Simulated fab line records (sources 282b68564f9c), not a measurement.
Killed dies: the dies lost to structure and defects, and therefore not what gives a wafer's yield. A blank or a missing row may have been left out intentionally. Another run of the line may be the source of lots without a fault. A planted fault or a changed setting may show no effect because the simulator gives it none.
Which tool did it? / flow rit_cmos / Sampling: 13 lots, 39 wafers, 4 of 202 route steps

== WHAT THE GAUGES READ, wafer by wafer ==
RIT_ACTIVE_BOW_MEAS_00.
lot=L989; measured=day 1 15:02; on=film_metro-03; INCOMING_BOW (um)=-7 1 2
lot=L990; measured=day 1 20:00; on=film_metro-03; INCOMING_BOW (um)=-8 0 -1
lot=L991; measured=day 2 01:00; on=film_metro-03; INCOMING_BOW (um)=-4 3 0
lot=L992; measured=day 2 06:04; on=film_metro-02; INCOMING_BOW (um)=-3 1 11
lot=L993; measured=day 2 11:00; on=film_metro-02; INCOMING_BOW (um)=-15 7 -1
lot=L994; measured=day 2 16:00; on=film_metro-02; INCOMING_BOW (um)=-8 5 -9
lot=L995; measured=day 2 21:00; on=film_metro-03; INCOMING_BOW (um)=3 -2 0
lot=L997; measured=day 3 07:00; on=film_metro-03; INCOMING_BOW (um)=-2 -5 7
lot=L107; measured=day 5 09:02; on=film_metro-04; INCOMING_BOW (um)=6 -5 4
lot=L108; measured=day 5 14:00; on=film_metro-04; INCOMING_BOW (um)=3 -4 -5
lot=L109; measured=day 5 19:00; on=film_metro-02; INCOMING_BOW (um)=-2 6 7
lot=L110; measured=day 6 00:00; on=film_metro-04; INCOMING_BOW (um)=10 8 9
lot=L111; measured=day 6 05:02; on=film_metro-04; INCOMING_BOW (um)=-6 -2 -3

RIT_GATE_CD_MEAS_16: the cd target is 150 nm.
lot=L989; measured=day 2 18:25; on=cd_sem-02; cd_nm (nm)=152.0 149.4 150.1
lot=L990; measured=day 2 22:17; on=cd_sem-02; cd_nm (nm)=151.3 151.3 149.3
lot=L991; measured=day 3 03:49; on=cd_sem-01; cd_nm (nm)=144.0 147.1 145.2
lot=L992; measured=day 3 08:02; on=cd_sem-02; cd_nm (nm)=148.3 148.0 144.7
lot=L993; measured=day 3 13:05; on=cd_sem-02; cd_nm (nm)=148.2 148.9 148.7
lot=L994; measured=day 3 19:43; on=cd_sem-02; cd_nm (nm)=148.8 146.1 147.0
lot=L995; measured=day 3 22:26; on=cd_sem-02; cd_nm (nm)=149.5 151.7 149.8
lot=L997; measured=day 4 10:13; on=cd_sem-02; cd_nm (nm)=163.1 165.2 165.4
lot=L107; measured=day 6 11:10; on=cd_sem-02; cd_nm (nm)=149.3 150.6 148.8
lot=L108; measured=day 6 16:29; on=cd_sem-01; cd_nm (nm)=152.2 149.9 148.6
lot=L109; measured=day 6 22:23; on=cd_sem-02; cd_nm (nm)=151.3 150.2 150.9
lot=L110; measured=day 7 02:53; on=cd_sem-02; cd_nm (nm)=149.1 151.2 150.4
lot=L111; measured=day 7 12:09; on=cd_sem-02; cd_nm (nm)=148.9 149.2 148.6

RIT_M1_OVL_MEAS_10.
lot=L989; measured=day 3 11:57; on=overlay-02; M1_OVL (nm)=-3.4 -3.2 -2.4
lot=L990; measured=day 3 15:59; on=overlay-01; M1_OVL (nm)=-0.4 0.6 -1.8
lot=L991; measured=day 3 21:30; on=overlay-02; M1_OVL (nm)=1.6 0.6 1.4
lot=L992; measured=day 4 01:30; on=overlay-02; M1_OVL (nm)=1.0 1.2 1.1
lot=L993; measured=day 4 07:58; on=overlay-01; M1_OVL (nm)=0.6 -0.7 0.9
lot=L994; measured=day 4 13:39; on=overlay-01; M1_OVL (nm)=2.4 1.1 2.9
lot=L995; measured=day 4 16:51; on=overlay-02; M1_OVL (nm)=-0.8 -0.3 -0.2
lot=L997; measured=day 5 04:04; on=overlay-01; M1_OVL (nm)=0.1 1.5 1.5
lot=L107; measured=day 7 04:44; on=overlay-01; M1_OVL (nm)=0.3 0.8 1.4
lot=L108; measured=day 7 10:10; on=overlay-01; M1_OVL (nm)=1.1 -0.6 0.7
lot=L109; measured=day 7 15:44; on=overlay-02; M1_OVL (nm)=1.0 0.3 0.8
lot=L110; measured=day 7 22:26; on=overlay-01; M1_OVL (nm)=2.1 2.4 2.3
lot=L111; measured=day 8 06:04; on=overlay-02; M1_OVL (nm)=2.9 1.3 2.9

== EACH LOT AND THE TOOL THAT RAN IT (in order: tool; ch and the chambers of the sampled wafers; start) ==
lot=L989; RIT_GATE_EXPOSE_13=iline_stepper-02 ch 0, day 2 18:01
lot=L990; RIT_GATE_EXPOSE_13=iline_stepper-02 ch 0, day 2 21:53
lot=L991; RIT_GATE_EXPOSE_13=iline_stepper-01 ch 0, day 3 03:25
lot=L992; RIT_GATE_EXPOSE_13=iline_stepper-02 ch 0, day 3 07:38
lot=L993; RIT_GATE_EXPOSE_13=iline_stepper-02 ch 0, day 3 12:41
lot=L994; RIT_GATE_EXPOSE_13=iline_stepper-01 ch 0, day 3 19:18
lot=L995; RIT_GATE_EXPOSE_13=iline_stepper-01 ch 0, day 3 22:02
lot=L997; RIT_GATE_EXPOSE_13=iline_stepper-01 ch 0, day 4 09:49
lot=L107; RIT_GATE_EXPOSE_13=iline_stepper-02 ch 0, day 6 10:46
lot=L108; RIT_GATE_EXPOSE_13=iline_stepper-02 ch 0, day 6 16:05
lot=L109; RIT_GATE_EXPOSE_13=iline_stepper-01 ch 0, day 6 21:58
lot=L110; RIT_GATE_EXPOSE_13=iline_stepper-01 ch 0, day 7 02:29
lot=L111; RIT_GATE_EXPOSE_13=iline_stepper-01 ch 0, day 7 11:45
- RIT_GATE_EXPOSE_13: exposes mask M6, target cd 150 nm.

== AS READ BY THE TOOLS THEMSELVES (means over the sampled wafers that have a number; for cases with no such wafer, the mark the record gives instead) ==
RIT_GATE_EXPOSE_13.
lot=L989; tool=iline_stepper-02; stage_vel_mm_s (mm/s)=499.66
lot=L990; tool=iline_stepper-02; stage_vel_mm_s (mm/s)=500.15
lot=L991; tool=iline_stepper-01; stage_vel_mm_s (mm/s)=499.77
lot=L992; tool=iline_stepper-02; stage_vel_mm_s (mm/s)=500.03
lot=L993; tool=iline_stepper-02; stage_vel_mm_s (mm/s)=499.95
lot=L994; tool=iline_stepper-01; stage_vel_mm_s (mm/s)=500.12
lot=L995; tool=iline_stepper-01; stage_vel_mm_s (mm/s)=499.87
lot=L997; tool=iline_stepper-01; stage_vel_mm_s (mm/s)=499.75
lot=L107; tool=iline_stepper-02; stage_vel_mm_s (mm/s)=500.24
lot=L108; tool=iline_stepper-02; stage_vel_mm_s (mm/s)=500.03
lot=L109; tool=iline_stepper-01; stage_vel_mm_s (mm/s)=500.29
lot=L110; tool=iline_stepper-01; stage_vel_mm_s (mm/s)=499.97
lot=L111; tool=iline_stepper-01; stage_vel_mm_s (mm/s)=500.02

== THE ANSWER, worked out from the rows above alone ==
Rule: the usual values come from the lots themselves. The widest of any qualifying gaps counts: lots, ordered by their means at a reading, are off when they make up no more than a third of the lots, leave a main group of 4 or more, and stand apart from it by 3 or more times the standard deviation of that group's means. The tables above print the reading to a certain number of digits; a main group whose means all agree to those digits is not used. A lot without any number at a reading at which 4 lots or more have one is off too. All remaining lots with rows at the step are treated as sound. Order of review: gauges by route order, followed by the tools' own readings, for which a lot's mean as printed above is used. The first step at which some lot is off is used, and at that step the reading that is off furthest; a lot without a number counts as furthest.
Off: L997 (RIT_GATE_CD_MEAS_16, cd_nm). The main group has a mean of 149.1 nm with a standard deviation of 1.7.
If a tool, at a process step before that reading, ran all the lots that are off and no sound lot after the first of them, it fits. Gauges at RIT_GATE_CD_MEAS_16: tried the same way as those tools. None of those tried fits.

== WHAT THE SIMULATOR HAD INSERTED ==
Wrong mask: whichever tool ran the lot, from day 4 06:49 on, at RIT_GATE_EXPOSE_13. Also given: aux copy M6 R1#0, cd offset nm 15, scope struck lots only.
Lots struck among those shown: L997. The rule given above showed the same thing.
